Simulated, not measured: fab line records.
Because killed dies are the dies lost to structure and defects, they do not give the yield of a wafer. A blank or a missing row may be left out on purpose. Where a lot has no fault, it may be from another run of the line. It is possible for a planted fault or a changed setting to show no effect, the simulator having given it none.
A struck lot beside a sound one :: flow rit cmos :: 44 out of 202 route steps
Sound: wafers L715.1, L715.5, L715.6. The struck wafers were L723.3, L723.4, L723.6. The cause is named last.
For every step that has rows: the tool of each side, followed by ch and its chambers, followed by its first start. Under that, the readings that differ: sound wafers :: struck wafers :: difference of the means :: sigmas: that difference in standard deviations of wafers without a fault.
alike: words and numbers the same on both sides, and readings whose means are apart by under 2 such deviations; not compared: readings that were withheld, readings missing a value for some wafer, numbers with overlapping values and no deviation given by the record, and bounds like >300 which may hide the same value.
A row with sigmas, a row that says differs or no value, or rows on one side alone: a step with any of these is where the two part. Numbers that have no deviation but don't overlap get no sigmas and don't part them. Lack of a reading on every wafer of one side parts them only where that side has two or more wafers.

first, 3 steps without rows for these wafers: RIT_REOX_CLEAN_01 (cleans in dHF, time 30 s); RIT_REOX_CLEAN_02 (cleans in SC2, time 600 s); RIT_REOX_OXIDATION_03 (target thk 25.2 nm, ox time 5580 s).
RIT_REOX_THK_MEAS_04:
  struck on film metro-01, day 4 08:20; sound on film metro-03, day 2 17:28
  alike: REOX_OXIDE_THK
then, 6 steps without rows for these wafers: RIT_NLDD_HMDS_00 (prime time 60 s); RIT_NLDD_COAT_01 (resist thk 1000 nm); RIT_NLDD_SOFTBAKE_02 (time 60 s); RIT_NLDD_EXPOSE_03 (exposes mask M7, target cd 40700 nm); RIT_NLDD_PEB_04; RIT_NLDD_DEVELOP_05 (develop time 50 s).
RIT_NLDD_OVL_MEAS_06:
  struck on overlay-01, day 4 09:14; sound on overlay-01, day 2 18:22
reading: NLDD_OVL (nm)
sound: -2.6 -1.4 -2.1
struck: 2.0 2.6 1.5
difference: +4.1
sigmas: +3
then, 1 step without rows for these wafers: RIT_NLDD_HARDBAKE_07 (time 60 s).
RIT_NLDD_IMPLANT_08:
  sound on implanter-02 ch 0, day 2 18:34; struck on implanter-03 ch 0, day 4 09:27
reading: dose ions cm2
sound: 4.994e+14 5.002e+14 5.006e+14
struck: 9.99e+13 1.001e+14 1.006e+14
difference: -4.00e+14
sigmas: -99 or more

reading: faraday current uA
sound: 1606 1563 1538
struck: 313 315 311
difference: -1256
sigmas: -42
  alike: end station pressure torr
RIT_NLDD_STRIP_09: strips in O2, time 180 s.
  sound on plasma asher-03 ch 0,1, day 2 18:43; struck on plasma asher-03 ch 0,1, day 4 09:37
  alike: drypump motor current A
  not compared: rf hours counter h
RIT_NLDD_TW_MEAS_10:
  struck on film metro-03, day 4 09:45; sound on film metro-04, day 2 18:53
reading: NLDD_TW
sound: 2502 2511 2499
struck: 1554 1559 1549
difference: -950
sigmas: -41
then, 6 steps without rows for these wafers: RIT_PLDD_HMDS_00 (prime time 60 s); RIT_PLDD_COAT_01 (resist thk 982.6 nm); RIT_PLDD_SOFTBAKE_02 (time 60 s); RIT_PLDD_EXPOSE_03 (exposes mask M8, target cd 40900 nm); RIT_PLDD_PEB_04; RIT_PLDD_DEVELOP_05 (develop time 50 s).
RIT_PLDD_OVL_MEAS_06:
  struck on overlay-01, day 4 10:58; sound on overlay-02, day 2 19:55
reading: PLDD_OVL (nm)
sound: 3.3 3.4 3.5
struck: 1.3 0.7 -0.5
difference: -2.9
sigmas: -2
then, 2 steps without rows for these wafers: RIT_PLDD_HARDBAKE_07 (time 60 s); RIT_PLDD_IMPLANT_08.
RIT_PLDD_STRIP_09: strips in O2, time 180 s.
  sound on plasma asher-02 ch 0,1, day 2 20:15; struck on plasma asher-02 ch 0,1, day 4 11:20
  alike: drypump motor current A
  not compared: rf hours counter h
RIT_PLDD_TW_MEAS_10:
  struck on film metro-02, day 4 11:29; sound on film metro-04, day 2 20:26
reading: PLDD_TW
sound: 2363 2357 2350
struck: 2408 2396 2413
difference: +49
sigmas: +2
then, 4 steps without rows for these wafers: RIT_SPACER_CLEAN_00 (cleans in SC1, time 600 s); RIT_SPACER_CLEAN_01 (cleans in dHF, time 30 s); RIT_SPACER_CLEAN_02 (cleans in SC2, time 600 s); RIT_SPACER_CVD_03 (deposits Si3N4 from SiH2Cl2/NH3, target thk 250 nm, time 3300 s).
RIT_SPACER_THK_MEAS_04:
  struck on film metro-04, day 4 14:44; sound on film metro-01, day 2 22:46
  alike: SPACER_NITRIDE_THK
RIT_SPACER_ETCHBACK_05: etches Si3N4 in SF6/CHF3, stops on SiO2, target depth 250 nm, time 240 s.
  sound on rie diel-04 ch 0,2, day 2 22:50; struck on rie diel-02 ch 1,2,3, day 4 14:46
reading: rf fwd power W (W)
sound: 260.4 259.0 259.9
struck: 256.6 256.4 258.2
difference: -2.7
sigmas: -3
  alike: drypump motor current A, oes product au, throttle valve pct
  not compared: rf hours counter h
then, 6 steps without rows for these wafers: RIT_NSD_HMDS_00 (prime time 60 s); RIT_NSD_COAT_01 (resist thk 1000 nm); RIT_NSD_SOFTBAKE_02 (time 60 s); RIT_NSD_EXPOSE_03 (exposes mask M9, target cd 40700 nm); RIT_NSD_PEB_04; RIT_NSD_DEVELOP_05 (develop time 50 s).
RIT_NSD_OVL_MEAS_06:
  struck on overlay-02, day 4 15:55; sound on overlay-02, day 2 23:58
  alike: NSD_OVL
then, 2 steps without rows for these wafers: RIT_NSD_HARDBAKE_07 (time 60 s); RIT_NSD_IMPLANT_08.
RIT_NSD_STRIP_09: strips in O2, time 180 s.
  sound on plasma asher-01 ch 0,1, day 3 00:17; struck on plasma asher-01 ch 0,1, day 4 16:17
  alike: drypump motor current A
  not compared: rf hours counter h
RIT_SDANNEAL_RS_MEAS_07: measures by four-point-probe.
  struck on film metro-04, day 4 18:57; sound on film metro-04, day 3 02:54
reading: NLDD_RS (ohm/sq)
sound: 151.9 151.8 151.2
struck: 516.3 514.1 519.9
difference: +365.1
sigmas: +99 or more
RIT_M1_PROBE_99:
  struck on prober-02, day 5 02:12; sound on prober-02, day 3 09:56
  alike: killed at contacts, killed at front end, killed dies, killed open, killed short

WHERE THEY PART
At RIT_NLDD_OVL_MEAS_06 first; at RIT_SDANNEAL_RS_MEAS_07 last (within this record only). Later steps at which nothing parts them and some readings are alike: RIT_M1_PROBE_99.

WHY: whatever the simulator had introduced
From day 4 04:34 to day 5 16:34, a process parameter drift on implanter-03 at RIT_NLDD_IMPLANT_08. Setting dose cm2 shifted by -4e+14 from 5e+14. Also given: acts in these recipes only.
